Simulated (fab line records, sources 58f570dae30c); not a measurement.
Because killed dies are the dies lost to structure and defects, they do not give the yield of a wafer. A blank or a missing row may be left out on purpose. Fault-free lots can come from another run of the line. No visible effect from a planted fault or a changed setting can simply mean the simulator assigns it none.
8D (eight disciplines) problem report, filled in by code :: flow berkeley-cmos170 :: the parts of the form that need people (team, actions taken, sign-off) are left out

## 1. THE PROBLEM
oes-product-au at UCB170_V1_ETCH_14 reads a mean of 0.781 a.u. on 1 wafer of 1 lot; wafers without a fault read 0.876 a.u. with a standard deviation of 0.011. That is -8.6 standard deviations from the usual mean.
The step: etches SiO2 in CHF3/CF4/Ar, stops on Al, target depth 1250 nm, time 291 s.
First observed at day 11 09:07: wafer L857.6, on rie-diel-04. The record holds 39 wafers of 13 lots with a number at this step. By rule, "out" or "out of limits" means more than 4 standard deviations away from the usual mean. Any other wafer with a number is counted as sound.

## 2. WHAT IT IS, AND WHAT IT ISN'T
question: which readings at this step
is: oes-product-au
is not: drypump-motor-current-A

question: which lots
is: L857
is not: L843, L844, L845, L847, L848, L850, L851, L852, L853, L854, L855, L866

question: which wafers of those lots
is: L857.6
is not: L857.4, L857.5

question: read on which tools
is: rie-diel-04
is not: rie-diel-01, rie-diel-03

question: when
is: from day 11 09:07
is not: up to then (35 sound wafers); but 3 sound wafers of L866 came after

## 3. SUSPECTS, AND WHAT RULES EACH OUT
Counting: a tool at a process step up to the reading stays a suspect if it ran every lot that is out. Sound lots after the first of them don't rule it out here, since some wafers of a struck lot are sound.
- rie-diel-04 at UCB170_V1_ETCH_14 (etches SiO2 in CHF3/CF4/Ar, stops on Al, target depth 1250 nm, time 291 s): kept. It processed L857, the lot that is out, at day 11 09:07, and its most recent sound lot before then was L853 at day 10 07:33. On those wafers its own readings are out: oes-product-au.
- Within rie-diel-04 at UCB170_V1_ETCH_14: the wafers that are out ran in chamber 3; their sound lot-mates ran in chambers 0, 1.
Remaining after the count: rie-diel-04 at UCB170_V1_ETCH_14.

## 4. THE CAUSE (what the simulator had put in)
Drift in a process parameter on rie-diel-04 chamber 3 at UCB170_V1_ETCH_14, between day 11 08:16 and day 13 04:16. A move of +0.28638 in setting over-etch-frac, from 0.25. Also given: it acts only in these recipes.
Only this tool survived the counting.

## 5. THE EFFECT CHAIN, in route order
Rows list readings where the struck wafers' mean (over those with a number) sits beyond 3 standard deviations from the usual. Only readings for which the record gives a usual standard deviation are gone through. hours: the time from each lot's start at the first step in this table that gives one to its start at this step, as a median over the lots. sigmas: the change in usual standard deviations.
hours: 0
step: UCB170_V1_ETCH_14
reading: oes-product-au
usual: 0.876 a.u.
on struck wafers: 0.781
change: -0.095
sigmas: -8.6

hours: 0
step: UCB170_V1_STRIP_15
reading: strip-time-to-endpoint-s
usual: 15.32 s
on struck wafers: 13.84
change: -1.48
sigmas: -15
Here are the process steps it includes:
- UCB170_V1_ETCH_14: etches SiO2 in CHF3/CF4/Ar, stops on Al, target depth 1250 nm, time 291 s.
- UCB170_V1_STRIP_15: strips in O2.

## 6. HOW IT WOULD HAVE BEEN CAUGHT EARLIER
In this record the first reading out of limits was taken at day 11 09:07, 1 hour after the fault began at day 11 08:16.
